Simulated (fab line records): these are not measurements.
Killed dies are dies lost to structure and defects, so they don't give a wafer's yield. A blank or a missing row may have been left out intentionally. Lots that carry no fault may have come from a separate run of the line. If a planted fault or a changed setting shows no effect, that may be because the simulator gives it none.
Split-lot experiment ; flow rit cmos ; on a route of 202 steps: 5 lots, 23 wafers read

THE SPLIT ITSELF
At RIT_PWELL_IMPLANT_08, the setting dose cm2 was moved away from the recipe's 7e+13 on 11 of the 23 wafers read, by -3.4% to +5.6%. The other wafers ran this setting at the recipe's value.

FROM THE SPLIT TO THE READING: what the file shows between them, 3 steps
- RIT_PWELL_STRIP_09: strips in O2, time 180 s
- RIT_PWELL_TW_MEAS_10
- RIT_WELLDRIVE_ANNEAL_00: time 14700 s

THE READING
PWELL_RS in ohm/sq, measured at RIT_WELLDRIVE_RS_MEAS_02 by four-point-probe. A value of 429.6 ohm/sq with a standard deviation of 1 ohm/sq is what fault-free wafers of this fab line usually give.

wafer;tool, chamber at the split;dose cm2 as run;against the recipe;PWELL_RS, ohm/sq;against lot-mates on the recipe
L074.1;implanter-02, 0;7e+13;recipe;430.7;-
L074.3;implanter-02, 0;7.38e+13;+5.4%;416.9;-13.8
L074.4;implanter-02, 0;7.38e+13;+5.4%;416.0;-14.6
L074.5;implanter-02, 0;7.38e+13;+5.4%;415.7;-14.9
L074.6;implanter-02, 0;7e+13;recipe;430.6;-
L079.1;implanter-02, 0;7.392e+13;+5.6%;415.6;-12.8
L079.2;implanter-02, 0;7e+13;recipe;427.4;-
L079.4;implanter-02, 0;7.392e+13;+5.6%;414.8;-13.6
L079.5;implanter-02, 0;7e+13;recipe;429.3;-
L079.6;implanter-02, 0;7.392e+13;+5.6%;415.1;-13.2
L080.1;implanter-02, 0;7.386e+13;+5.5%;414.7;-15.0
L080.3;implanter-02, 0;7.386e+13;+5.5%;416.1;-13.6
L080.4;implanter-02, 0;7e+13;recipe;428.6;-
L080.5;implanter-02, 0;7e+13;recipe;430.9;-
L080.6;implanter-02, 0;7e+13;recipe;429.6;-
L084.2;implanter-02, 0;6.759e+13;-3.4%;439.3;+9.6
L084.3;implanter-02, 0;7e+13;recipe;429.8;-
L084.4;implanter-02, 0;7e+13;recipe;429.6;-
L084.5;implanter-02, 0;6.759e+13;-3.4%;439.2;+9.5
L084.6;implanter-02, 0;6.759e+13;-3.4%;438.4;+8.7
L085.1;implanter-02, 0;7e+13;recipe;429.2;-
L085.4;implanter-02, 0;7e+13;recipe;429.5;-
L085.5;implanter-02, 0;7e+13;recipe;428.8;-

FIT RESULTS
A straight line over all 23 wafers: PWELL_RS changes by -2.57 ohm/sq for each +1% of dose cm2; r = -1.00; the points scatter about the line by 0.84 ohm/sq.
The same after taking each lot's own level away (the mean of its wafers on the recipe; 23 wafers): -2.56 ohm/sq for each +1%; r = -1.00; scatter 0.77 ohm/sq.
That fit puts the effect of the largest move of dose cm2 on the reading at 14 ohm/sq.
From 428.35 to 430.65 ohm/sq: that is the span of the lots' own levels, equal to 2.3 times the standard deviation above.
So the lot-to-lot level changes the slope little: the two slopes agree.
Check: -14.4 ohm/sq against its lot-mates is what the line predicts for one of the wafers moved furthest among these (+5.6%) when that wafer is left out of the fit. It came out at -12.8 ohm/sq against them.

ADDITIONAL SPLITS CARRIED BY THESE WAFERS
Other splits were also applied to these wafers ahead of the reading. Each is held against what the fit with the lots' levels taken away leaves over:
other split on the same wafers;wafers away from the commonest value;r with PWELL_RS (lot level and that fit taken away)
RIT_ACTIVE_OXIDATION_01 temp c;10;+0.24
RIT_ACTIVE_DEVELOP_10 dev temp c;4;+0.10
RIT_NWELL_COAT_01 spin rpm;10;-0.02
RIT_NWELL_IMPLANT_08 energy kev;10;-0.07

THE WHOLE CHAIN: every reading that the file lists as answering this split, in the file's order
step;what it does;reading;change (the file's fit);r (the file's)
RIT_PWELL_TW_MEAS_10;;PWELL_TW;+2.62 for each +1% of the setting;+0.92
RIT_WELLDRIVE_RS_MEAS_02;measures by four-point-probe;PWELL_RS;-2.55 for each +1% of the setting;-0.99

FILE'S OWN FIT
PWELL_RS changes by -2.55 ohm/sq for each +1% of dose cm2, r = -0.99.
